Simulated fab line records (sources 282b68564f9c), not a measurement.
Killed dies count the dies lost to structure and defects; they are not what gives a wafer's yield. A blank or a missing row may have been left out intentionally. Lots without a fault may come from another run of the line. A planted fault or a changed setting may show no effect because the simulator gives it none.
Which of the tools did it? | flow rit-cmos | Sampling: 14 lots, 42 wafers, 5 of 202 route steps

## WHAT THE GAUGES READ, wafer by wafer
RIT_PWELL_TW_MEAS_10.
lot  | measured    | on            | PWELL_TW
L111 | day 2 01:26 | film-metro-03 | 959 961 956
L115 | day 2 20:14 | film-metro-04 | 955 958 955
L116 | day 2 23:56 | film-metro-04 | 954 956 956
L118 | day 3 11:09 | film-metro-04 | 955 955 953
L119 | day 3 18:04 | film-metro-04 | 950 953 955
L120 | day 3 22:32 | film-metro-03 | 958 958 953
L123 | day 4 13:12 | film-metro-04 | 961 959 964
L124 | day 4 17:50 | film-metro-04 | 961 962 964
L127 | day 5 08:20 | film-metro-03 | 953 950 954
L128 | day 5 16:53 | film-metro-04 | 925 929 932
L129 | day 5 22:07 | film-metro-04 | 931 925 931
L130 | day 6 01:00 | film-metro-04 | 957 954 959
L132 | day 6 10:40 | film-metro-04 | 965 965 960
L134 | day 6 19:56 | film-metro-03 | 958 956 954

RIT_WELLDRIVE_RS_MEAS_02: uses a four-point probe to measure.
lot  | measured    | on            | PWELL_RS (ohm/sq)
L111 | day 2 07:23 | film-metro-04 | 428.4 429.6 429.7
L115 | day 3 01:54 | film-metro-04 | 428.6 427.3 428.4
L116 | day 3 05:40 | film-metro-02 | 429.3 428.6 429.4
L118 | day 3 19:10 | film-metro-03 | 430.9 431.0 430.7
L119 | day 3 23:53 | film-metro-02 | 429.8 429.0 428.9
L120 | day 4 05:18 | film-metro-04 | 430.7 429.3 430.5
L123 | day 4 19:19 | film-metro-03 | 430.5 430.2 431.2
L124 | day 4 23:59 | film-metro-04 | 430.6 430.0 431.3
L127 | day 5 13:38 | film-metro-03 | 429.9 430.6 431.1
L128 | day 5 23:11 | film-metro-03 | 443.0 442.5 441.9
L129 | day 6 03:23 | film-metro-03 | 442.7 443.5 443.3
L130 | day 6 06:47 | film-metro-02 | 432.1 432.0 430.1
L132 | day 6 16:32 | film-metro-02 | 429.7 429.5 427.9
L134 | day 7 01:34 | film-metro-04 | 429.4 429.9 429.7

RIT_PSD_OVL_MEAS_06.
lot  | measured    | on         | PSD_OVL (nm)
L111 | day 3 04:50 | overlay-01 | -1.8 -0.5 -1.1
L115 | day 3 23:59 | overlay-02 | 0.9 0.0 -0.3
L116 | day 4 08:46 | overlay-02 | 0.3 0.2 -0.5
L118 | day 4 18:55 | overlay-02 | 1.1 0.2 -0.5
L119 | day 4 23:07 | overlay-01 | 0.8 1.9 1.4
L120 | day 5 02:34 | overlay-01 | 3.0 0.6 0.7
L123 | day 5 16:29 | overlay-01 | -0.6 -1.1 -0.7
L124 | day 5 23:22 | overlay-02 | 1.6 1.9 2.0
L127 | day 6 13:42 | overlay-02 | -1.3 -1.2 -1.3
L128 | day 6 22:34 | overlay-01 | 0.3 -0.8 -0.5
L129 | day 7 00:24 | overlay-02 | -0.8 -0.5 -1.1
L130 | day 7 05:04 | overlay-01 | -0.9 0.9 -2.0
L132 | day 7 13:41 | overlay-02 | -0.8 -1.2 0.2
L134 | day 8 01:01 | overlay-02 | -0.7 -3.1 -1.6

## WHAT TOOL EACH LOT RAN ON (gives the tool, then ch and the chambers of the sampled wafers, and finally the start)
lot  | RIT_ACTIVE_ETCH_13                | RIT_PWELL_IMPLANT_08
L111 | rie-diel-04 ch 1,2,3, day 1 15:14 | implanter-01 ch 0, day 2 01:07
L115 | rie-diel-03 ch 0,1,2, day 2 11:32 | implanter-04 ch 0, day 2 19:56
L116 | rie-diel-01 ch 0,1,2, day 2 15:43 | implanter-02 ch 0, day 2 23:37
L118 | rie-diel-04 ch 0,1,3, day 3 01:50 | implanter-04 ch 0, day 3 10:50
L119 | rie-diel-01 ch 0,3, day 3 07:24   | implanter-02 ch 0, day 3 17:46
L120 | rie-diel-03 ch 0,1,3, day 3 11:58 | implanter-01 ch 0, day 3 22:12
L123 | rie-diel-03 ch 0,1, day 4 03:31   | implanter-02 ch 0, day 4 12:53
L124 | rie-diel-03 ch 0,1,2, day 4 07:50 | implanter-02 ch 0, day 4 17:31
L127 | rie-diel-04 ch 0,1,2, day 4 23:46 | implanter-04 ch 0, day 5 08:00
L128 | rie-diel-01 ch 0,2, day 5 05:34   | implanter-02 ch 0, day 5 16:35
L129 | rie-diel-03 ch 0,3, day 5 09:51   | implanter-02 ch 0, day 5 21:47
L130 | rie-diel-03 ch 0,1,2, day 5 14:21 | implanter-01 ch 0, day 6 00:41
L132 | rie-diel-04 ch 0,2, day 6 00:27   | implanter-01 ch 0, day 6 10:20
L134 | rie-diel-01 ch 1,2, day 6 10:39   | implanter-04 ch 0, day 6 19:37
- RIT_ACTIVE_ETCH_13: etches Si3N4 in SF6, stops on SiO2, time 210 s, target depth 210 nm.
- RIT_PWELL_IMPLANT_08

## WHAT THE TOOLS THEMSELVES READ (means of the sampled wafers that have a number; where no wafer has one, the mark that the record gives instead)
RIT_ACTIVE_ETCH_13.
lot  | tool        | drypump-motor-current-A (A) | oes-product-au (a.u.) | throttle-valve-pct (%)
L111 | rie-diel-04 | 5.2                         | 0.825                 | 7.44
L115 | rie-diel-03 | 5.7                         | 0.823                 | 7.60
L116 | rie-diel-01 | 5.8                         | 0.830                 | 7.67
L118 | rie-diel-04 | 5.3                         | 0.831                 | 7.35
L119 | rie-diel-01 | 5.8                         | 0.818                 | 7.55
L120 | rie-diel-03 | 5.8                         | 0.820                 | 7.60
L123 | rie-diel-03 | 5.7                         | 0.819                 | 7.62
L124 | rie-diel-03 | 5.7                         | 0.822                 | 7.60
L127 | rie-diel-04 | 5.2                         | 0.830                 | 7.40
L128 | rie-diel-01 | 5.8                         | 0.834                 | 7.64
L129 | rie-diel-03 | 5.8                         | 0.826                 | 7.56
L130 | rie-diel-03 | 5.7                         | 0.817                 | 7.59
L132 | rie-diel-04 | 5.3                         | 0.814                 | 7.40
L134 | rie-diel-01 | 5.7                         | 0.831                 | 7.73

RIT_PWELL_IMPLANT_08.
lot  | tool         | beam-energy-keV | faraday-current-uA
L111 | implanter-01 | 170.02          | 224
L115 | implanter-04 | 170.00          | 219
L116 | implanter-02 | 169.96          | 223
L118 | implanter-04 | 170.01          | 220
L119 | implanter-02 | 169.98          | 229
L120 | implanter-01 | 169.88          | 224
L123 | implanter-02 | 169.95          | 229
L124 | implanter-02 | 170.02          | 228
L127 | implanter-04 | 170.01          | 217
L128 | implanter-02 | 119.02          | 222
L129 | implanter-02 | 118.99          | 222
L130 | implanter-01 | 169.98          | 225
L132 | implanter-01 | 170.00          | 221
L134 | implanter-04 | 170.04          | 224

## THE ANSWER, worked out from the rows above alone
Rule: the usual values come from the lots themselves. The widest of any qualifying gaps counts: lots, ordered by their means at a reading, are off when they make up no more than a third of the lots, leave a main group of 4 or more, and stand apart from it by 3 or more times the standard deviation of that group's means. If all means in a main group match to the digits the tables above print for the reading, that group is not used. Also off: a lot with no number at a reading for which 4 or more lots have one. All remaining lots with rows at the step are treated as sound. After the gauges, taken in route order, come the tools' own readings; for these a lot's mean is taken, as printed above. At the first step where some lot is off, the reading lying furthest off is the one used; lots without a number count as furthest.
Off: L128, L129, at RIT_PWELL_TW_MEAS_10 (PWELL_TW). Mean 957 and standard deviation 3.5 in the main group.
A tool fits if, at a process step before that reading, it ran every lot that is off, and no sound lot after the first of them. The gauges at RIT_PWELL_TW_MEAS_10 aren't tried: what is off there is off at RIT_WELLDRIVE_RS_MEAS_02 too, on other tools, and a gauge's error can't cause that. One candidate fits, namely implanter-02 at RIT_PWELL_IMPLANT_08. A fault onset in the window from L124 (day 4 17:31, its last sound lot) to L128 (day 5 16:35, its first lot off) fits.
On the lots that are off, the tool's own readings at RIT_PWELL_IMPLANT_08 differ by more than 5 times the standard deviation of the sound lots' means, which bears it out; beam-energy-keV reads 119.00 there versus 169.99 on the sound lots.

## WHAT HAD BEEN PUT IN BY THE SIMULATOR
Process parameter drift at RIT_PWELL_IMPLANT_08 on implanter-02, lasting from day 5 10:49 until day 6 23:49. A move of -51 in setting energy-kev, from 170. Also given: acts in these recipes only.
Shown lots that were struck: L128, L129. The rule given above showed the same thing.
